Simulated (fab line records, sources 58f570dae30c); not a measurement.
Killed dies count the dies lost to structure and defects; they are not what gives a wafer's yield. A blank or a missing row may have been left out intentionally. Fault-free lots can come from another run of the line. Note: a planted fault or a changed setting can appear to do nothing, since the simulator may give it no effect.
Comparing a struck lot with a sound one -- flow berkeley_cmos170 -- 18 out of 331 route steps
Sound: these wafers, L635.3, L635.5, L635.6. Wafers L638.1, L638.4, L638.6 were the ones struck. The cause is given at the end.
Each step with rows lists, per side, the tool, then ch with its chambers, then its first start. Under that, the readings that differ: sound wafers -- struck wafers -- difference of the means -- sigmas: that difference in standard deviations of wafers without a fault.
alike: readings with means less than 2 such deviations apart, plus words and numbers identical on both sides. not compared: withheld readings, readings lacking a value on some wafer, bounds such as >300 that could conceal the same value, and numbers that have no deviation in the record and whose values overlap.
A row with sigmas, a row that says differs or no value, or rows on one side alone: a step with any of these is where the two part. Numbers that have no deviation but don't overlap get no sigmas and don't part them. Lack of a reading on every wafer of one side parts them only where that side has two or more wafers.

first, 3 steps without rows for these wafers: UCB170_PSD_EXPOSE_03 (exposes mask PSELECT MOD, target cd 1200 nm); UCB170_PSD_PEB_04; UCB170_PSD_DEVELOP_05 (develop time 45 s).
UCB170_PSD_CD_MEAS_06: the cd target is 1200 nm.
  sound on cd_sem-01, day 8 23:07; struck on cd_sem-02, day 9 10:29
  alike: cd_nm
UCB170_PSD_OVL_MEAS_07:
  sound on overlay-01, day 8 23:13; struck on overlay-02, day 9 10:37
  alike: PSD_OVL
following that, these wafers have no rows for 1 step: UCB170_PSD_IMPLANT_08.
UCB170_PSD_STRIP_09: strips in O2.
  sound on plasma_asher-01 ch 0,1, day 8 23:25; struck on plasma_asher-01 ch 0,1, day 9 10:48
  alike: drypump_motor_current_A, oes_product_au, strip_time_to_endpoint_s
  not compared: rf_hours_counter_h
UCB170_PSD_TW_MEAS_10:
  sound on film_metro-04, day 8 23:30; struck on film_metro-03, day 9 10:54
  alike: PSD_TW
then, 4 steps without rows for these wafers: UCB170_PSD_CLEAN_11 (cleans in SPM, time 600 s); UCB170_NSD_HMDS_00 (prime time 60 s); UCB170_NSD_COAT_01 (resist thk 900 nm); UCB170_NSD_SOFTBAKE_02 (time 60 s).
UCB170_NSD_EXPOSE_03: exposes mask NSELECT MOD, target cd 1200 nm.
  sound on krf_scanner-02 ch 0, day 9 00:25; struck on krf_scanner-02 ch 0, day 9 11:43
reading,sound,struck,difference,sigmas
model.NSD.overlay_x_nm (nm),4.863 4.863 4.863,-218.2 -218.2 -218.2,-223.1,
  alike: mask
then, 2 steps without rows for these wafers: UCB170_NSD_PEB_04; UCB170_NSD_DEVELOP_05 (develop time 45 s).
UCB170_NSD_CD_MEAS_06: the cd target is 1200 nm.
  sound on cd_sem-02, day 9 00:58; struck on cd_sem-02, day 9 12:08
reading,sound,struck,difference,sigmas
cd_nm (nm),1197.7 1198.6 1197.7,1202.3 1200.7 1199.9,+3.0,+2
UCB170_NSD_OVL_MEAS_07:
  sound on overlay-01, day 9 01:04; struck on overlay-01, day 9 12:28
reading,sound,struck,difference,sigmas
NSD_OVL (nm),3 6 10,-213 -203 -204,-213,-40
  not compared: hold
UCB170_M3_PROBE_99:
  the record holds rows for the sound wafers here (prober-02, day 10 02:10) but none for the struck ones

## WHERE THEY PART
Earliest at UCB170_NSD_CD_MEAS_06; latest, in this record, at UCB170_M3_PROBE_99.

WHY: what the simulator had put in
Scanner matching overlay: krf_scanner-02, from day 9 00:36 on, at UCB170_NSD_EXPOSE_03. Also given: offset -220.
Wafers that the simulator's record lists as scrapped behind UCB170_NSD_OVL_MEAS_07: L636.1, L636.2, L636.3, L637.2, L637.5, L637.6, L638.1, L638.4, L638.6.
